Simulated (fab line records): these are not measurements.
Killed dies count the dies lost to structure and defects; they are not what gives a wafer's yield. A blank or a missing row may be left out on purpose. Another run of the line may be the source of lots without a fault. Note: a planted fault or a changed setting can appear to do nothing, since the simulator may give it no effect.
Which of the tools did it? :: flow rit-cmos :: 42 wafers from 14 lots sampled at 2 of the route's 202 steps

## WHAT THE GAUGES READ, wafer by wafer
RIT_CONTACT_THK_MEAS_01. Usual: CONTACT_TEOS_THK typically reads 402 nm, with standard deviation 4.9.
lot: L981
measured: day 3 03:14
on: film-metro-01
CONTACT_TEOS_THK (nm): 402 407 403
flag: 

lot: L982
measured: day 3 09:46
on: film-metro-01
CONTACT_TEOS_THK (nm): 399 400 406
flag: 

lot: L983
measured: day 3 14:26
on: film-metro-02
CONTACT_TEOS_THK (nm): 399 402 393
flag: 

lot: L984
measured: day 3 21:56
on: film-metro-04
CONTACT_TEOS_THK (nm): 400 411 410
flag: 

lot: L985
measured: day 3 23:58
on: film-metro-02
CONTACT_TEOS_THK (nm): 397 398 405
flag: 

lot: L986
measured: day 4 03:10
on: film-metro-02
CONTACT_TEOS_THK (nm): 399 405 406
flag: 

lot: L987
measured: day 4 12:11
on: film-metro-04
CONTACT_TEOS_THK (nm): 397 397 402
flag: 

lot: L988
measured: day 4 18:47
on: film-metro-01
CONTACT_TEOS_THK (nm): 396 398 405
flag: 

lot: L990
measured: day 5 02:25
on: film-metro-02
CONTACT_TEOS_THK (nm): 396 399 399
flag: 

lot: L993
measured: day 5 22:35
on: film-metro-01
CONTACT_TEOS_THK (nm): 399 406 407
flag: 

lot: L994
measured: day 5 23:41
on: film-metro-01
CONTACT_TEOS_THK (nm): 399 405 409
flag: 

lot: L100
measured: day 7 06:40
on: film-metro-02
CONTACT_TEOS_THK (nm): 397 402 374
flag: 

lot: L103
measured: day 7 17:13
on: film-metro-04
CONTACT_TEOS_THK (nm): 401 407 368
flag: 

lot: L104
measured: day 7 21:31
on: film-metro-02
CONTACT_TEOS_THK (nm): 403 402 405
flag: 

## WHAT TOOL EACH LOT RAN ON (gives the tool, then ch and the chambers of the sampled wafers, and finally the start)
lot: L981
RIT_CONTACT_CVD_00: pecvd-03 ch 1,2, day 3 03:11

lot: L982
RIT_CONTACT_CVD_00: pecvd-04 ch 1,2, day 3 09:42

lot: L983
RIT_CONTACT_CVD_00: pecvd-02 ch 0,1,2, day 3 14:23

lot: L984
RIT_CONTACT_CVD_00: pecvd-03 ch 0,2, day 3 21:52

lot: L985
RIT_CONTACT_CVD_00: pecvd-04 ch 0,2, day 3 23:55

lot: L986
RIT_CONTACT_CVD_00: pecvd-02 ch 1,2, day 4 03:06

lot: L987
RIT_CONTACT_CVD_00: pecvd-03 ch 0,1, day 4 12:07

lot: L988
RIT_CONTACT_CVD_00: pecvd-04 ch 0,2, day 4 18:44

lot: L990
RIT_CONTACT_CVD_00: pecvd-03 ch 0,2, day 5 02:22

lot: L993
RIT_CONTACT_CVD_00: pecvd-02 ch 0, day 5 22:23

lot: L994
RIT_CONTACT_CVD_00: pecvd-04 ch 0,1,2, day 5 23:37

lot: L100
RIT_CONTACT_CVD_00: pecvd-04 ch 0,1,2, day 7 06:37

lot: L103
RIT_CONTACT_CVD_00: pecvd-04 ch 0,1,2, day 7 17:10

lot: L104
RIT_CONTACT_CVD_00: pecvd-03 ch 0,2, day 7 21:28
- RIT_CONTACT_CVD_00: deposits SiO2 from TEOS, target thk 400 nm, time 61 s.

## AS READ BY THE TOOLS THEMSELVES (means over the sampled wafers that have a number; for cases with no such wafer, the mark the record gives instead)
RIT_CONTACT_CVD_00. Usual: heater-power-w 342 W, standard deviation 69.
lot: L981
tool: pecvd-03
heater-power-w (W): 319
flag: 

lot: L982
tool: pecvd-04
heater-power-w (W): 317
flag: 

lot: L983
tool: pecvd-02
heater-power-w (W): 334
flag: 

lot: L984
tool: pecvd-03
heater-power-w (W): 423
flag: 

lot: L985
tool: pecvd-04
heater-power-w (W): 292
flag: 

lot: L986
tool: pecvd-02
heater-power-w (W): 300
flag: 

lot: L987
tool: pecvd-03
heater-power-w (W): 337
flag: 

lot: L988
tool: pecvd-04
heater-power-w (W): 269
flag: 

lot: L990
tool: pecvd-03
heater-power-w (W): 372
flag: 

lot: L993
tool: pecvd-02
heater-power-w (W): 409
flag: 

lot: L994
tool: pecvd-04
heater-power-w (W): 322
flag: 

lot: L100
tool: pecvd-04
heater-power-w (W): 301
flag: 

lot: L103
tool: pecvd-04
heater-power-w (W): 297
flag: 

lot: L104
tool: pecvd-03
heater-power-w (W): 388
flag: 

## THE ANSWER, worked out from the rows above alone
Rule: a lot is off if the mean of its wafers that have a number lies more than 3 standard deviations from the usual mean. Also off: a lot with no number at a reading for which 4 or more lots have one. Any other lot the step has rows for is counted as sound. First the gauges in route order, then the tools' own readings, where a lot's mean is used as printed above. The first step at which some lot is off is used, and at that step the reading that is off furthest; a lot without a number counts as furthest.
No lot is off at any reading shown: from this, nothing can be told.

## WHAT THE SIMULATOR HAD PUT IN
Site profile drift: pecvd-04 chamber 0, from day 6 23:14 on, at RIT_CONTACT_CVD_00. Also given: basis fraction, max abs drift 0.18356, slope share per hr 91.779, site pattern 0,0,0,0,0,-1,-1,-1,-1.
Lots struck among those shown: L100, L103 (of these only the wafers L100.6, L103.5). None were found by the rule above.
